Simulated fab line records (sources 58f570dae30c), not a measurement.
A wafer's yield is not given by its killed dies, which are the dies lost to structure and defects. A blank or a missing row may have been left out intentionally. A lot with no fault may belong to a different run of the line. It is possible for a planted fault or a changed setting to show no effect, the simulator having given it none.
Which of the tools did it?    flow berkeley cmos170    21 wafers from 7 lots sampled at 2 of the route's 331 steps

## WHAT THE GAUGES READ, wafer by wafer
UCB170_START_THK_MEAS_03.
lot   measured     on             START_OXIDE_THK (nm)
L147  day 2 02:09  film metro-03  20.5 20.6 20.7
L149  day 2 11:25  film metro-02  20.4 20.0 20.3
L151  day 2 22:21  film metro-02  20.0 20.1 19.7
L154  day 3 13:32  film metro-01  19.9 19.9 19.8
L156  day 3 19:25  film metro-02  19.6 19.5 19.6
L160  day 4 23:02  film metro-03  31.0 30.9 30.7
L167  day 6 02:25  film metro-03  19.8 19.9 19.8

## TOOL THAT RAN EACH LOT (tool first, then ch and the chambers of the sampled wafers, then the start)
lot   UCB170_START_OXIDATION_02
L147  furnace-01 ch 0, day 2 00:39
L149  furnace-04 ch 0, day 2 09:55
L151  furnace-04 ch 0, day 2 20:51
L154  furnace-02 ch 0, day 3 12:02
L156  furnace-02 ch 0, day 3 17:54
L160  furnace-02 ch 0, day 4 18:01 and furnace-04 ch 0, day 4 21:32
L167  furnace-02 ch 0, day 6 00:52
- UCB170_START_OXIDATION_02: target thk 20 nm, ox time 1800 s.

## THE ANSWER, worked out from the rows above alone
Rule: the usual values come from the lots themselves. Put in order of their means at a reading, lots are off if they are a third of the lots or fewer, leave a main group of 4 or more, and stand apart from it by a gap of 3 or more times the standard deviation of the main group's means; of several such gaps the widest counts. The tables above print the reading to a certain number of digits; a main group whose means all agree to those digits is not used. Also off: a lot with no number at a reading for which 4 or more lots have one. Any other lot the step has rows for is counted as sound.
Off: at UCB170_START_THK_MEAS_03 (START_OXIDE_THK), L160. The main group: mean 20.0 nm, standard deviation 0.33.
A tool fits if, at a process step before that reading, it ran every lot that is off, and no sound lot after the first of them. Gauges at UCB170_START_THK_MEAS_03: tried the same way as those tools. One fits: UCB170_START_OXIDATION_02 on furnace-04. A fault onset in the window from L151 (day 2 20:51, its last sound lot) to L160 (day 4 21:32, its first lot off) fits.

## WHAT HAD BEEN PUT IN BY THE SIMULATOR
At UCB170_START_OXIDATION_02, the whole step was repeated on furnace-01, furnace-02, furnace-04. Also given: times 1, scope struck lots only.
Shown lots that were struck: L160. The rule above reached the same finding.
